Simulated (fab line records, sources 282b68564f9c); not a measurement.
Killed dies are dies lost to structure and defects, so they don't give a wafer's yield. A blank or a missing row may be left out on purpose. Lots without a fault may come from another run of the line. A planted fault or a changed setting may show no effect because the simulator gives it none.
fab line records | flow rit_cmos
record lots=14 wafers=42 last_day=7
route steps=202 shown GATE@84 M1@202
lots that met no fault: from a run of the same line without faults
start_h: hours from the record's first day to the start of the lot's first wafer shown | wait_h: hours since the lot's step before | " the same as in the row above | L1.1+2: a row that stands for several wafers | - no value, or no start given | * or withheld: withheld | < > ~ a bound
route shown NAME@n: a module of which the file shows steps, and the number in the route of the first | usual: mean/standard deviation of fault-free wafers | same: alike in all rows | chamber/n: place in a boat | sites: the reading at each site | _std_site: their standard deviation | _edge_site: outer sites' mean less inner sites' | radius_mm: how far each site lies from the wafer's centre | mask NAME#n: copy n | behind: the tool/chamber that last shaped the wafer | hold: why the lot was held/for how many hours/how that ended | device: the transistor (n, p or np) that didn't switch | end of line: the same wafers' tests at the end of the route | a step without rows: its recipe alone | killed: dies lost to structure and defects at the first sort, not the wafer's yield | map: a wafer's dies, x killed, . not, _ none there
set.NAME: the setting as run; set.NAME@STEP: as run at that earlier step | model.NAME: the simulator's own value behind a step, which no gauge read
steps of the route over a sample of lots; a table a step, a row a wafer
services: from which hour (start_h, from the record's first day; less than 0 if before it) a tool's chamber was out of use, for how many hours, and why
## steps
# step RIT_GATE_CVD_08
# recipe material=poly-Si target_thk_nm=250 temp_c=610 precursor=SiH4 time_s=2220 pressure_mtorr=300 sih4_flow_sccm=100
# usual spike_tc_centre_C=611.5/1.1 spike_tc_source_C=630.3/1.8 susceptor_temp_C=609.96/0.28 zone_power_centre_pct=28.4/2.1
# columns lot.wafer tool chamber start_h wait_h spike_tc_centre_C spike_tc_source_C susceptor_temp_C zone_power_centre_pct
L910.2 lpcvd-01 1 40.94 0.0 610.6 631.3 609.60 30.6
L910.3 " 1 " " 611.5 631.8 609.86 30.4
L910.6 " 1 " " 612.6 631.0 609.94 30.8
L911.1 lpcvd-02 1 48.78 0.1 611.9 632.6 609.88 28.8
L911.4 " 1 " " 611.5 631.5 609.86 28.7
L911.6 " 1 " " 611.8 631.6 609.86 28.4
L912.2 lpcvd-02 0 54.75 0.0 612.1 627.7 610.04 29.7
L912.4 " 0 " " 612.1 627.3 609.90 29.6
L912.6 " 0 " " 611.1 629.2 610.52 29.2
L913.4 lpcvd-01 0 64.49 0.0 611.3 631.3 609.71 24.0
L913.5 " 0 " " 611.9 629.8 609.98 24.1
L913.6 " 0 " " 610.3 631.3 609.96 24.3
L914.2 lpcvd-02 0 64.92 0.2 613.0 628.7 610.32 29.1
L914.5 " 0 " " 609.5 627.4 609.33 29.4
L914.6 " 0 " " 612.0 629.3 609.73 29.3
L915.1 lpcvd-02 1 66.54 0.4 610.8 632.2 609.73 28.8
L915.4 " 1 " " 612.5 632.0 609.58 28.9
L915.6 " 1 " " 610.2 630.5 609.63 28.7
L918.1 lpcvd-02 0 86.35 0.1 612.9 628.6 610.37 29.0
L918.2 " 0 " " 613.6 629.2 609.93 29.0
L918.5 " 0 " " 612.2 628.1 609.95 29.3
L919.2 lpcvd-01 0 87.93 1.0 610.6 631.1 609.97 23.8
L919.3 " 0 " " 611.2 632.9 609.98 24.5
L919.5 " 0 " " 614.8 633.0 610.24 24.4
L921.1 lpcvd-02 1 99.31 1.2 611.6 630.6 609.69 28.6
L921.2 " 1 " " 610.5 630.6 609.85 29.1
L921.6 " 1 " " 610.3 630.7 609.94 28.8
L923.4 lpcvd-02 1 107.86 0.0 612.7 629.6 610.11 28.5
L923.5 " 1 " " 610.7 631.4 610.18 29.1
L923.6 " 1 " " 610.9 632.0 610.47 28.8
L925.1 lpcvd-01 0 115.78 0.1 612.1 632.8 609.28 23.7
L925.2 " 0 " " 613.5 631.1 609.82 23.8
L925.5 " 0 " " 612.2 632.0 609.53 24.0
L930.1 lpcvd-01 1 142.36 0.1 626.8 645.6 625.04 31.3
L930.4 " 1 " " 625.4 646.9 624.87 30.6
L930.6 " 1 " " 627.1 647.1 624.76 30.7
L931.1 lpcvd-01 1 150.11 0.1 624.8 645.7 625.45 31.7
L931.3 " 1 " " 626.0 647.6 625.26 31.9
L931.4 " 1 " " 624.7 648.7 625.16 31.4
L932.1 lpcvd-02 1 151.43 0.1 611.6 631.0 609.70 28.7
L932.3 " 1 " " 610.4 631.6 610.30 28.5
L932.6 " 1 " " 610.7 631.3 610.10 28.7
# step RIT_GATE_THK_MEAS_09
# recipe reads=poly-Si_of_GATE_CVD_08
# usual GATE_POLY_THK=248.0/2.9
# columns lot.wafer tool chamber start_h wait_h GATE_POLY_THK[nm]
L910.2 film_metro-01 - 43.37 0.0 250.4
L910.3 " - " " 249.9
L910.6 " - " " 249.0
L911.1 film_metro-01 - 50.40 0.0 249.4
L911.4 " - " " 247.1
L911.6 " - " " 245.9
L912.2 film_metro-03 - 56.38 0.0 247.6
L912.4 " - " " 246.0
L912.6 " - " " 247.9
L914.2 film_metro-03 - 66.55 0.0 248.5
L914.5 " - " " 249.3
L914.6 " - " " 249.0
L913.4 film_metro-02 - 66.95 0.0 246.5
L913.5 " - " " 247.7
L913.6 " - " " 248.7
L915.1 film_metro-01 - 68.16 0.0 246.7
L915.4 " - " " 246.7
L915.6 " - " " 247.1
L918.1 film_metro-01 - 88.78 0.0 249.7
L918.2 " - " " 248.1
L918.5 " - " " 250.3
L919.2 film_metro-02 - 90.37 0.0 252.4
L919.3 " - " " 251.5
L919.5 " - " " 251.8
L921.1 film_metro-03 - 100.93 0.0 246.9
L921.2 " - " " 244.7
L921.6 " - " " 245.2
L923.4 film_metro-03 - 109.50 0.0 246.3
L923.5 " - " " 247.7
L923.6 " - " " 247.9
L925.1 film_metro-01 - 117.39 0.0 250.5
L925.2 " - " " 250.3
L925.5 " - " " 249.9
L930.1 film_metro-03 - 143.98 0.0 359.2
L930.4 " - " " 356.7
L930.6 " - " " 359.8
L931.1 film_metro-02 - 151.72 0.0 354.7
L931.3 " - " " 354.0
L931.4 " - " " 353.5
L932.1 film_metro-01 - 153.05 0.0 243.9
L932.3 " - " " 245.5
L932.6 " - " " 244.1
# step RIT_GATE_ETCH_19
# recipe chemistry=SF6/CHF3/O2 time_s=165 SF6_flow_sccm=30 CHF3_flow_sccm=30 O2_flow_sccm=5 target=poly-Si pressure_mtorr=40 rf_w=160 target_depth_a=3125 over_etch_frac=0.25 stop_on=SiO2
# usual CHF3_flow_sccm=30.00/0.1 drypump_motor_current_A=5.7/0.41 oes_product_au=0.843/0.013 throttle_valve_pct=10.21/0.086
# columns lot.wafer tool chamber start_h wait_h CHF3_flow_sccm drypump_motor_current_A oes_product_au rf_hours_counter_h throttle_valve_pct
L910.2 rie_si-02 2 44.58 0.1 30.17 5.7 0.841 65 10.16
L910.3 " 0 " " 29.95 5.2 0.870 99 10.15
L910.6 " 1 " " 29.85 5.4 0.841 - 10.19
L911.1 rie_si-01 0 51.61 0.1 29.95 6.4 0.848 3 10.21
L911.4 " 2 " " 29.93 6.4 0.831 3 10.21
L911.6 " 1 " " 29.96 5.6 0.851 - 10.14
L912.2 rie_si-02 3 57.79 0.1 30.15 5.4 0.839 100 10.26
L912.4 " 0 " " 29.93 5.2 0.861 99 10.17
L912.6 " 3 " " 30.15 5.4 0.833 - 10.27
L914.2 rie_si-01 1 67.98 0.1 29.74 5.6 0.858 75 10.14
L914.5 " 1 " " 29.79 5.6 0.857 - 10.14
L914.6 " 0 " " 29.97 6.4 0.843 - 10.20
L913.4 rie_si-02 1 68.13 0.1 29.93 5.4 0.834 42 10.19
L913.5 " 0 " " 30.05 5.2 0.856 - 10.15
L913.6 " 3 " " 30.13 5.3 0.845 - 10.28
L915.1 rie_si-01 3 69.37 0.1 30.08 5.7 0.826 117 10.43
L915.4 " 2 " " 29.99 6.4 0.830 3 10.20
L915.6 " 1 " " 29.99 5.7 0.857 - 10.13
L918.1 rie_si-02 2 90.01 0.1 30.04 5.8 0.831 66 10.17
L918.2 " 3 " " 30.11 5.3 0.842 100 10.27
L918.5 " 3 " " 29.94 5.3 0.851 - 10.26
L919.2 rie_si-01 2 91.57 0.1 30.04 6.3 0.849 4 10.22
L919.3 " 0 " " 30.11 6.4 0.853 4 10.18
L919.5 " 1 " " 29.96 5.6 0.870 - 10.13
L921.1 rie_si-01 0 102.29 0.1 29.79 6.4 0.843 4 10.21
L921.2 " 3 " " 30.09 5.6 0.824 117 10.43
L921.6 " 3 " " 30.01 5.6 0.826 - 10.41
L923.4 rie_si-01 2 110.69 0.1 29.90 6.4 0.827 4 10.19
L923.5 " 1 " " 30.06 5.6 0.855 - 10.15
L923.6 " 2 " " 29.97 6.4 0.828 - 10.21
L925.1 rie_si-01 2 118.61 0.1 30.05 6.4 0.841 4 10.20
L925.2 " 0 " " 29.99 6.4 0.842 4 10.19
L925.5 " 1 " " 30.00 5.6 0.861 - 10.12
L930.1 rie_si-02 2 145.32 0.1 30.12 5.8 0.989 66 10.16
L930.4 " 1 " " 30.08 5.4 0.997 42 10.20
L930.6 " 2 " " 29.94 5.8 0.997 - 10.16
L931.1 rie_si-01 3 153.04 0.1 30.18 5.6 0.983 118 10.43
L931.3 " 2 " " 29.83 6.3 0.965 4 10.20
L931.4 " 0 " " 29.89 6.4 1.008 4 10.20
L932.1 rie_si-02 3 154.43 0.1 29.99 5.4 0.832 101 10.27
L932.3 " 1 " " 29.99 5.5 0.843 42 10.18
L932.6 " 1 " " 30.05 5.4 0.833 - 10.17
# step RIT_M1_PROBE_99
# usual killed_at_M0_to_M3=0.0/0.12 killed_at_contacts=0.1/0.31 killed_at_front_end=8/3.1 killed_dies=8/3.2 killed_on_rim=2.1/1.6 killed_open=3.9/2.2 killed_short=3.8/2.1
# same gross_dies=264 killed_at_M4_up=0 killed_at_back_side=0 killed_at_other=0
# columns lot.wafer tool chamber start_h wait_h killed_at_M0_to_M3 killed_at_contacts killed_at_front_end killed_dies killed_on_rim killed_open killed_short
L910.2 prober-01 - 66.54 0.1 0 0 4 4 1 4 0
L910.3 prober-01 - 66.59 0.2 0 0 2 2 0 0 2
L910.6 prober-01 - 66.74 0.2 0 0 7 7 3 3 4
L911.1 prober-02 - 73.42 0.1 0 0 12 12 3 7 5
L911.4 prober-02 - 73.57 0.2 0 0 8 8 2 4 4
L911.6 prober-02 - 73.67 0.2 0 0 7 7 3 1 6
L912.2 prober-01 - 80.81 0.1 0 0 6 6 1 5 1
L912.4 prober-01 - 80.91 0.2 0 0 4 4 0 1 3
L912.6 prober-01 - 81.01 0.2 0 0 8 8 5 4 4
L914.2 prober-02 - 89.08 0.1 0 1 10 11 4 6 5
L914.5 prober-02 - 89.23 0.2 0 0 5 5 0 4 1
L914.6 prober-02 - 89.28 0.2 0 0 4 4 0 2 2
L913.4 prober-01 - 90.68 0.2 0 0 7 7 5 5 2
L913.5 prober-01 - 90.73 0.2 0 0 7 7 1 4 3
L913.6 prober-01 - 90.78 0.2 0 0 9 9 2 3 6
L915.1 prober-02 - 92.29 0.1 0 0 11 11 3 6 5
L915.4 prober-02 - 92.44 0.2 0 1 13 14 5 5 9
L915.6 prober-02 - 92.54 0.2 0 0 3 3 3 1 2
L918.1 prober-01 - 110.64 0.1 0 0 8 8 2 7 1
L918.2 prober-01 - 110.69 0.1 0 0 6 6 2 1 5
L918.5 prober-01 - 110.84 0.2 0 1 13 14 1 5 9
L919.2 prober-02 - 112.80 0.1 0 0 7 7 1 3 4
L919.3 prober-02 - 112.85 0.2 0 0 8 8 0 3 5
L919.5 prober-02 - 112.95 0.2 0 0 4 4 1 2 2
L921.1 prober-02 - 122.41 0.1 0 0 9 9 3 4 5
L921.2 prober-02 - 122.46 0.1 0 0 7 7 1 4 3
L921.6 prober-02 - 122.66 0.2 0 0 11 11 4 9 2
L923.4 prober-02 - 132.17 0.2 0 0 3 3 1 1 2
L923.5 prober-02 - 132.22 0.2 0 0 11 11 3 9 2
L923.6 prober-02 - 132.27 0.2 0 0 6 6 1 2 4
L925.1 prober-02 - 139.04 0.1 0 0 11 11 2 5 6
L925.2 prober-02 - 139.09 0.1 1 0 4 5 2 2 3
L925.5 prober-02 - 139.24 0.2 0 0 10 10 3 4 6
L930.1 prober-01 - 166.26 0.1 0 0 264 264 70 7 5
L930.4 prober-01 - 166.41 0.2 0 0 264 264 70 7 2
L930.6 prober-01 - 166.51 0.2 0 0 264 264 70 6 5
L931.1 prober-02 - 172.80 0.1 0 0 264 264 70 2 5
L931.3 prober-02 - 172.90 0.2 0 0 264 264 70 5 5
L931.4 prober-02 - 172.95 0.2 0 0 264 264 70 4 2
L932.1 prober-01 - 175.37 0.1 0 0 7 7 1 2 5
L932.3 prober-01 - 175.47 0.2 0 0 7 7 4 4 3
L932.6 prober-01 - 175.62 0.2 0 0 7 7 1 3 4
# killed by level:class
L910.2 SILICIDE:geometric_particle:open=2 FOX1:geometric_particle:open=1 SPACER:geometric_particle:open=1
L910.3 SPACER:geometric_particle:short=2
L910.6 FOX1:geometric_particle:short=1 FOX1:geometric_particle:open=1 GATE:geometric_particle:open=1 GATE:geometric_particle:short=1 REOX:geometric_particle:short=1 REOX:geometric_particle:open=1 SILICIDE:geometric_particle:short=1
L911.1 FOX1:geometric_particle:open=2 GATE:geometric_particle:open=2 REOX:geometric_particle:short=2 FOX1:geometric_particle:short=1 FOX2:geometric_particle:open=1 FOX2:geometric_particle:short=1 GATE:geometric_particle:short=1 REOX:geometric_particle:open=1
L911.4 SPACER:geometric_particle:short=3 SPACER:geometric_particle:open=2 FOX1:geometric_particle:short=1 FOX1:geometric_particle:open=1 REOX:geometric_particle:open=1
L911.6 REOX:geometric_particle:short=2 SPACER:geometric_particle:short=2 FOX1:geometric_particle:short=1 GATE:geometric_particle:short=1 GATE:geometric_particle:open=1
L912.2 FOX1:geometric_particle:open=2 GATE:geometric_particle:open=2 GATE:geometric_particle:short=1 REOX:geometric_particle:open=1
L912.4 GATE:geometric_particle:short=3 STARTING-WAFER:geometric_particle:open=1
L912.6 REOX:geometric_particle:short=3 SPACER:geometric_particle:open=2 FOX1:geometric_particle:open=1 REOX:geometric_particle:open=1 SPACER:geometric_particle:short=1
L914.2 SPACER:geometric_particle:open=3 GATE:geometric_particle:short=2 SPACER:geometric_particle:short=2 FOX2:geometric_particle:open=1 SILICIDE:geometric_particle:short=1 SILICIDE:geometric_particle:open=1 CONTACT:geometric_particle:open=1
L914.5 SILICIDE:geometric_particle:open=2 REOX:geometric_particle:open=1 SPACER:geometric_particle:open=1 SILICIDE:geometric_particle:short=1
L914.6 FOX2:geometric_particle:short=1 GATE:geometric_particle:open=1 GATE:geometric_particle:short=1 SPACER:geometric_particle:open=1
L913.4 GATE:geometric_particle:open=2 REOX:geometric_particle:open=2 FOX2:geometric_particle:open=1 SPACER:geometric_particle:short=1 SILICIDE:geometric_particle:short=1
L913.5 GATE:geometric_particle:open=3 FOX2:geometric_particle:open=1 FOX2:geometric_particle:short=1 GATE:geometric_particle:short=1 SPACER:geometric_particle:short=1
L913.6 GATE:geometric_particle:open=2 REOX:geometric_particle:short=2 SPACER:geometric_particle:short=2 FOX2:geometric_particle:short=1 SPACER:geometric_particle:open=1 SILICIDE:geometric_particle:short=1
L915.1 GATE:geometric_particle:short=3 SILICIDE:geometric_particle:open=2 FOX1:geometric_particle:open=1 FOX2:geometric_particle:open=1 GATE:geometric_particle:open=1 REOX:geometric_particle:short=1 REOX:geometric_particle:open=1 SILICIDE:geometric_particle:short=1
L915.4 SPACER:geometric_particle:short=3 GATE:geometric_particle:short=2 SILICIDE:geometric_particle:short=2 FOX1:geometric_particle:open=1 FOX2:geometric_particle:short=1 REOX:geometric_particle:short=1 REOX:geometric_particle:open=1 SPACER:geometric_particle:open=1
L915.6 FOX2:geometric_particle:short=1 GATE:geometric_particle:open=1 SPACER:geometric_particle:short=1
L918.1 GATE:geometric_particle:open=5 GATE:geometric_particle:short=1 REOX:geometric_particle:open=1 SPACER:geometric_particle:open=1
L918.2 GATE:geometric_particle:short=2 REOX:geometric_particle:short=1 REOX:geometric_particle:open=1 SPACER:geometric_particle:short=1 SILICIDE:geometric_particle:short=1
L918.5 GATE:geometric_particle:short=4 REOX:geometric_particle:open=3 GATE:geometric_particle:open=2 FOX1:geometric_particle:short=1 REOX:geometric_particle:short=1 SPACER:geometric_particle:short=1 SILICIDE:geometric_particle:short=1 CONTACT:geometric_particle:short=1
L919.2 FOX1:geometric_particle:short=2 GATE:geometric_particle:short=2 GATE:geometric_particle:open=2 SILICIDE:geometric_particle:open=1
L919.3 SILICIDE:geometric_particle:short=4 FOX1:geometric_particle:open=1 GATE:geometric_particle:open=1 GATE:geometric_particle:short=1 SPACER:geometric_particle:open=1
L919.5 REOX:geometric_particle:short=1 REOX:geometric_particle:open=1 SPACER:geometric_particle:open=1 SILICIDE:geometric_particle:short=1
L921.1 FOX2:geometric_particle:short=4 GATE:geometric_particle:open=3 FOX2:geometric_particle:open=1 SILICIDE:geometric_particle:short=1
L921.2 FOX1:geometric_particle:open=2 ACTIVE:geometric_particle:open=1 FOX1:geometric_particle:short=1 GATE:geometric_particle:short=1 SPACER:geometric_particle:short=1 SPACER:geometric_particle:open=1
L921.6 GATE:geometric_particle:open=3 REOX:geometric_particle:open=3 FOX1:geometric_particle:short=1 FOX1:geometric_particle:open=1 REOX:geometric_particle:short=1 SPACER:geometric_particle:open=1 SILICIDE:geometric_particle:open=1
L923.4 FOX2:geometric_particle:short=2 FOX2:geometric_particle:open=1
L923.5 FOX2:geometric_particle:open=3 FOX2:geometric_particle:short=2 GATE:geometric_particle:open=2 FOX1:geometric_particle:open=1 REOX:geometric_particle:open=1 SPACER:geometric_particle:open=1 SILICIDE:geometric_particle:open=1
L923.6 GATE:geometric_particle:short=3 GATE:geometric_particle:open=2 FOX2:geometric_particle:short=1
L925.1 SILICIDE:geometric_particle:short=3 FOX1:geometric_particle:open=2 GATE:geometric_particle:short=2 GATE:geometric_particle:open=2 FOX1:geometric_particle:short=1 FOX2:geometric_particle:open=1
L925.2 FOX2:geometric_particle:short=1 GATE:geometric_particle:short=1 GATE:geometric_particle:open=1 SILICIDE:geometric_particle:open=1 M1:geometric_particle:short=1
L925.5 GATE:geometric_particle:short=3 FOX1:geometric_particle:short=2 FOX1:geometric_particle:open=2 GATE:geometric_particle:open=2 SILICIDE:geometric_particle:short=1
L930.1 GATE:area_etch=252 FOX2:geometric_particle:open=3 FOX2:geometric_particle:short=2 GATE:geometric_particle:short=2 SPACER:geometric_particle:open=2 SILICIDE:geometric_particle:open=2 SPACER:geometric_particle:short=1
L930.4 GATE:area_etch=255 GATE:geometric_particle:open=3 REOX:geometric_particle:open=2 GATE:geometric_particle:short=1 SPACER:geometric_particle:short=1 SPACER:geometric_particle:open=1 SILICIDE:geometric_particle:open=1
L930.6 GATE:area_etch=253 GATE:geometric_particle:open=3 FOX2:geometric_particle:short=2 GATE:geometric_particle:short=2 SILICIDE:geometric_particle:open=2 FOX2:geometric_particle:open=1 REOX:geometric_particle:short=1
L931.1 GATE:area_etch=257 FOX1:geometric_particle:short=2 GATE:geometric_particle:short=2 GATE:geometric_particle:open=1 SPACER:geometric_particle:short=1 SPACER:geometric_particle:open=1
L931.3 GATE:area_etch=254 GATE:geometric_particle:open=3 FOX1:geometric_particle:short=1 FOX1:geometric_particle:open=1 FOX2:geometric_particle:short=1 GATE:geometric_particle:short=1 REOX:geometric_particle:short=1 SPACER:geometric_particle:open=1
L931.4 GATE:area_etch=258 GATE:geometric_particle:open=2 FOX1:geometric_particle:short=1 GATE:geometric_particle:short=1 REOX:geometric_particle:open=1 SPACER:geometric_particle:open=1
L932.1 GATE:geometric_particle:short=2 REOX:geometric_particle:short=2 FOX2:geometric_particle:open=1 SPACER:geometric_particle:short=1 SILICIDE:geometric_particle:open=1
L932.3 FOX1:geometric_particle:short=1 FOX1:geometric_particle:open=1 GATE:geometric_particle:short=1 GATE:geometric_particle:open=1 REOX:geometric_particle:short=1 REOX:geometric_particle:open=1 SPACER:geometric_particle:open=1
L932.6 GATE:geometric_particle:short=2 FOX2:geometric_particle:open=1 FOX2:geometric_particle:short=1 GATE:geometric_particle:open=1 REOX:geometric_particle:short=1 REOX:geometric_particle:open=1
## services
# columns tool chamber start_h hours kind
lpcvd-02 - 57.40 6.1 pm
rie_si-01 2 99.55 5.9 repair
rie_si-02 0 150.12 12.7 repair
## key
first_sign step=RIT_GATE_CVD_08 reading=susceptor_temp_C direction=up sigmas=54 usual=* struck=*
effect step=RIT_GATE_CVD_08 reading=spike_tc_centre_C direction=up sigmas=13 usual=611.5 struck=625.8
effect step=RIT_GATE_THK_MEAS_09 reading=GATE_POLY_THK direction=up sigmas=38 usual=248.0 struck=356.3
effect step=RIT_GATE_ETCH_19 reading=oes_product_au direction=up sigmas=11 usual=0.843 struck=0.990
effect step=RIT_M1_PROBE_99 reading=killed_at_front_end direction=up sigmas=82 usual=8 struck=264
more_kills_born_at RIT_GATE_ETCH_19@rie_si-01=769 RIT_GATE_ETCH_19@rie_si-02=760
met_at RIT_GATE_CVD_08
struck_lots L930,L931
struck_wafers L930.1,L930.4,L930.6,L931.1,L931.3,L931.4
later_rows_left_out L930.1,L930.4,L930.6,L931.1,L931.3,L931.4
tester_left_out L930,L931
onset_between 40.94 142.36
fault kind=process_parameter_drift tool=lpcvd-01 chamber=1 onset_h=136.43 steps=RIT_GATE_CVD_08 channel=temp_c offset=* shape=step end_h=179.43 acts_in=* stated=*
# tester_left_out: of these lots the tester's yield and bins aren't shown, on N5 and GAA mostly nor the transistor test; their killed dies are dies lost to structure and defects alone, not to doping, threshold or leakage, so they don't give the yield
# later_rows_left_out: the simulator's readings of these wafers behind a module that went badly wrong aren't trusted and aren't shown, but for the sort
